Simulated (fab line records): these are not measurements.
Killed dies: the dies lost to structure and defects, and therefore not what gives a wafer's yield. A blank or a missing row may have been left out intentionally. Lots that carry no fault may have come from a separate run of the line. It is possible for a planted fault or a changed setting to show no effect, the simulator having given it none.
The tool behind it: which one? + flow rit cmos + 14 lots with 42 wafers sampled at 2 steps, on a route of 202 steps

WHAT EACH GAUGE READ, for each wafer
RIT_NWELL_TW_MEAS_10. Usual: NWELL_TW gives 2133 (standard deviation 22).
| lot  | measured    | on            | NWELL_TW                      | flag |
|------|-------------|---------------|-------------------------------|------|
| L582 | day 1 21:52 | film metro-04 | 2145 2148 2159                |      |
| L585 | day 2 12:37 | film metro-03 | 2102 2090 2107                |      |
| L586 | day 2 19:37 | film metro-01 | 2157 2153 2162                |      |
| L587 | day 2 22:01 | film metro-04 | 2144 2138 2134                |      |
| L588 | day 3 04:12 | film metro-03 | 2107 2111 2112                |      |
| L589 | day 3 07:53 | film metro-04 | 2144 2134 2130                |      |
| L590 | day 3 14:28 | film metro-04 | 2145 2136 2138                |      |
| L592 | day 3 23:20 | film metro-04 | 2065 2068 2063                | OFF  |
| L594 | day 4 09:04 | film metro-01 | 2138 2147 2140                |      |
| L596 | day 4 21:28 | film metro-03 | 2046 2048 2038 2044 2037 2036 | OFF  |
| L598 | day 5 07:11 | film metro-04 | 2137 2150 2139                |      |
| L603 | day 6 12:39 | film metro-04 | 2149 2162 2157                |      |
| L604 | day 6 16:11 | film metro-03 | 2096 2092 2085                |      |
| L605 | day 7 01:02 | film metro-03 | 2098 2102 2105                |      |

EACH LOT AND THE TOOL THAT RAN IT (in order: tool; ch and the chambers of the sampled wafers; start)
| lot  | RIT_NWELL_DEVELOP_05             |
|------|----------------------------------|
| L582 | litho track-01 ch 0, day 1 21:00 |
| L585 | litho track-02 ch 0, day 2 11:00 |
| L586 | litho track-02 ch 0, day 2 18:00 |
| L587 | litho track-01 ch 0, day 2 21:00 |
| L588 | litho track-01 ch 0, day 3 03:00 |
| L589 | litho track-02 ch 0, day 3 07:00 |
| L590 | litho track-02 ch 0, day 3 13:00 |
| L592 | litho track-02 ch 0, day 3 22:00 |
| L594 | litho track-01 ch 0, day 4 08:00 |
| L596 | litho track-02 ch 0, day 4 20:00 |
| L598 | litho track-04 ch 0, day 5 06:00 |
| L603 | litho track-04 ch 0, day 6 11:00 |
| L604 | litho track-01 ch 0, day 6 15:00 |
| L605 | litho track-01 ch 0, day 7 00:00 |
- RIT_NWELL_DEVELOP_05: develop time 68 s.

WHAT THE TOOLS THEMSELVES READ (means of the sampled wafers that have a number; where no wafer has one, the mark that the record gives instead)
The record holds no such reading with a usual standard deviation.

THE ANSWER, worked out from the rows above alone
Rule: a lot is off if the mean of its wafers that have a number lies more than 3 standard deviations from the usual mean. Also off: a lot with no number at a reading for which 4 or more lots have one. All remaining lots with rows at the step are treated as sound. First the gauges in route order, then the tools' own readings, where a lot's mean is used as printed above. The first step at which some lot is off is used, and at that step the reading that is off furthest; a lot without a number counts as furthest.
Off: at RIT_NWELL_TW_MEAS_10 (NWELL_TW), L592, L596.
A tool fits if, at a process step before that reading, it ran every lot that is off, and no sound lot after the first of them. Gauges at RIT_NWELL_TW_MEAS_10: tried the same way as those tools. One fits: litho track-02 at RIT_NWELL_DEVELOP_05. A fault onset in the window from L590 (day 3 13:00, its last sound lot) to L592 (day 3 22:00, its first lot off) fits.

WHAT HAD BEEN PUT IN BY THE SIMULATOR
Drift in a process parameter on litho track-02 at RIT_NWELL_DEVELOP_05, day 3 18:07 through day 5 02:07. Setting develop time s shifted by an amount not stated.
Struck lots among those shown: L592, L596. The same result came from the rule above.
